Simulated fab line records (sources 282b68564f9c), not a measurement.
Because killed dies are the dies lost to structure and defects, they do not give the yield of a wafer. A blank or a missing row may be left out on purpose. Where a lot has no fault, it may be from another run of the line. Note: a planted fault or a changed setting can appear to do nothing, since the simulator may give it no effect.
One fault seen from 2 desks ; flow rit-cmos ; only its own numbers are on each desk; what lay behind them is given at the end

== THE TOOL OWNER'S DESK: implanter-02 ==
RIT_PSD_IMPLANT_08, tool's own readings: per-lot mean of the sampled wafers with a number, covering each lot this tool ran. The brackets show how far a lot's mean lies from the usual mean; more than 4 standard deviations puts the lot out of limits, marked OUT.
Columns: A = end-station-pressure-torr at RIT_PSD_IMPLANT_08, usual 1.5e-05 Torr; B = tilt-deg at RIT_PSD_IMPLANT_08, usual 6.999 degrees
lot;first seen here;A;B
L204;day 4 10:43;1.6e-05;6.982
L206;day 4 13:40;1.6e-05;6.989
L207;day 5 05:09;1.6e-05;6.988
L208;day 5 08:01;1.6e-05;6.986
L214;day 6 16:06;1.5e-05;7.027
L220;day 7 17:55;1.0e-04 (+61) OUT;7.020
L221;day 8 03:57;1.1e-04 (+68) OUT;6.994
This desk finds L220, L221 out of limits, L220 being first, at day 7 17:55 (end-station-pressure-torr at RIT_PSD_IMPLANT_08). L204, L206, L207, L208, L214: within limits.

== THE METROLOGY DESK ==
What the gauges read for every lot (on any tool): the sampled wafers with a number, averaged. The brackets show how far a lot's mean lies from the usual mean; more than 4 standard deviations puts the lot out of limits, marked OUT.
Columns: A = FIELD_OXIDE_LEFT_2_THK at RIT_FOX2_THK_MEAS_91, usual 257 nm; B = GATE_OVL at RIT_GATE_OVL_MEAS_17, usual -0.2 nm; C = SPACER_NITRIDE_THK at RIT_SPACER_THK_MEAS_04, usual 250.2 nm; D = PSD_TW at RIT_PSD_TW_MEAS_10, usual 3441; E = PSD_RS at RIT_SDANNEAL_RS_MEAS_04, usual 115.9 ohm/sq
lot;first seen here;A;B;C;D;E
L203;day 3 01:13;263;1.1;250.6;3409;116.1
L204;day 3 09:25;258;0.0;249.7;3420;115.8
L205;day 3 14:18;259;0.9;251.3;3421;115.6
L206;day 3 18:09;263;-1.7;247.2;3429;115.8
L207;day 4 04:50;256;2.3;253.9;3448;116.0
L208;day 4 08:56;258;0.1;253.2;3462;115.6
L209;day 4 12:41;246;-0.4;250.4;3444;115.8
L211;day 4 20:47;249;-1.6;248.0;3429;116.0
L214;day 5 12:01;254;0.3;248.9;3452;115.8
L215;day 5 17:52;262;0.0;249.2;3432;116.0
L220;day 6 17:28;262;1.7;252.9;3537;112.6 (-11) OUT
L221;day 7 04:08;258;-1.2;251.8;3475;112.2 (-12) OUT
L222;day 7 09:13;249;-0.8;252.2;3446;116.1
L223;day 7 17:59;253;-1.4;248.4;3457;115.7
Finding of this desk: L220, L221 out of limits, first seen on L220 at day 7 18:44 (PSD_RS at RIT_SDANNEAL_RS_MEAS_04). L203, L204, L205, L206, L207, L208, L209, L211, L214, L215, L222, L223: within limits.

== BROUGHT TOGETHER ==
The tool owner's desk had the chance to raise an alarm at day 7 17:55 on L220, L221.
The metrology desk could have raised an alarm at day 7 18:44, on L220, L221.
All the named lots went through RIT_PSD_IMPLANT_08 on implanter-02.

== WHAT THE SIMULATOR PUT IN ==
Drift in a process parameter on implanter-02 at RIT_PSD_IMPLANT_08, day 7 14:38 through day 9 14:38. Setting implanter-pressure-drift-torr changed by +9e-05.
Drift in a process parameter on implanter-02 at RIT_PSD_IMPLANT_08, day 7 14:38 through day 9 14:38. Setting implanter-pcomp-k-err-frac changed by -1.
Struck lots among those shown: L220, L221.
Delay (hours) between the fault's onset and each desk's first out-of-limits reading: 3 at the tool owner's desk, 4 at the metrology desk.
